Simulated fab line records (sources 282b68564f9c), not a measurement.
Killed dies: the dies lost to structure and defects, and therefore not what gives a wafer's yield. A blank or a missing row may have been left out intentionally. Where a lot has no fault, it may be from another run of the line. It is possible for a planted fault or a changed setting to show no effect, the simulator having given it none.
Code-filled problem report in 8D (eight disciplines) form || flow rit-cmos || the parts of the form that need people (team, actions taken, sign-off) are left out

## 1. THE ISSUE
Mean of run-length-s at RIT_GATE_ETCH_19: 152.4 s across 6 wafers in 2 lots; on wafers with no fault it is 193.4 s (standard deviation 0.45). That puts it -91 standard deviations away from the usual mean.
The step: etches poly-Si in SF6/CHF3/O2, stops on SiO2, time 165 s, target depth 312.5 nm.
First seen on wafer L419.1, day 7 04:24, on rie-si-02. Wafers with a number at this step in the record: 42, from 14 lots. Rule for "out", or "out of limits": more than 4 standard deviations from the usual mean. Any other wafer with a number is counted as sound.

## 2. WHAT IT IS, AND WHAT IT ISN'T
{"question": "which readings at this step", "is": "run-length-s, oes-product-au", "is not": "drypump-motor-current-A, throttle-valve-pct"}
{"question": "which lots", "is": "L419, L421", "is not": "L400, L401, L402, L406, L407, L408, L409, L410, L411, L415, L420, L422"}
{"question": "which wafers of those lots", "is": "all that have a number", "is not": "-"}
{"question": "read on which tools", "is": "rie-si-02", "is not": "rie-si-01"}
{"question": "when", "is": "from day 7 04:24", "is not": "up to then (30 sound wafers); but 6 sound wafers of L420, L422 came after"}

## 3. SUSPECTS, AND WHAT RULES EACH OUT
Counting: a tool at any process step up to the reading remains a suspect when it ran all the lots that are out and ran no sound lot after the first of those.
- rie-si-02 at RIT_GATE_ETCH_19 (etches poly-Si in SF6/CHF3/O2, stops on SiO2, time 165 s, target depth 312.5 nm): kept. Every lot that is out went through it, starting with L419 (day 7 04:24), and after that it ran no sound lot; the last sound lot it ran before then is L415 (day 6 03:27). Its own readings are out on those wafers: oes-product-au, run-length-s.
Left after counting: rie-si-02 at RIT_GATE_ETCH_19.

## 4. THE CAUSE (what the simulator had put in)
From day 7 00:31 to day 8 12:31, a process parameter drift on rie-si-02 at RIT_GATE_ETCH_19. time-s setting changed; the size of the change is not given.
Only this tool survived the counting.

## 5. THE CHAIN OF EFFECTS, in route order
Each row: a reading where the mean over the struck wafers with a number is more than 3 standard deviations away from the usual. Scope: only readings with a usual standard deviation given in the record; hours: median across lots of the time from each lot's start at the first step in this table that gives one to its start at this step; sigmas: change in usual standard deviations.
{"hours": 0, "step": "RIT_GATE_ETCH_19", "reading": "oes-product-au", "usual": "0.849 a.u.", "on struck wafers": 1.020, "change": "+0.171", "sigmas": "+16"}
{"hours": 0, "step": "RIT_GATE_ETCH_19", "reading": "run-length-s", "usual": "193.4 s", "on struck wafers": 152.4, "change": -41.0, "sigmas": -91}
{"hours": 23, "step": "RIT_M1_PROBE_99", "reading": "killed-at-front-end", "usual": 7, "on struck wafers": 253, "change": "+246", "sigmas": "+79"}
{"hours": 23, "step": "RIT_M1_PROBE_99", "reading": "killed-dies", "usual": 7, "on struck wafers": 253, "change": "+246", "sigmas": "+79"}
{"hours": 23, "step": "RIT_M1_PROBE_99", "reading": "killed-on-rim", "usual": 1.9, "on struck wafers": 70.0, "change": "+68.1", "sigmas": "+49"}
Here are the process steps it includes:
- RIT_GATE_ETCH_19: etches poly-Si in SF6/CHF3/O2, stops on SiO2, time 165 s, target depth 312.5 nm.
- RIT_M1_PROBE_99

## 6. HOW IT WOULD HAVE BEEN CAUGHT EARLIER
In this record the first reading out of limits was taken at day 7 04:24, 4 hours after the fault began at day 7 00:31.
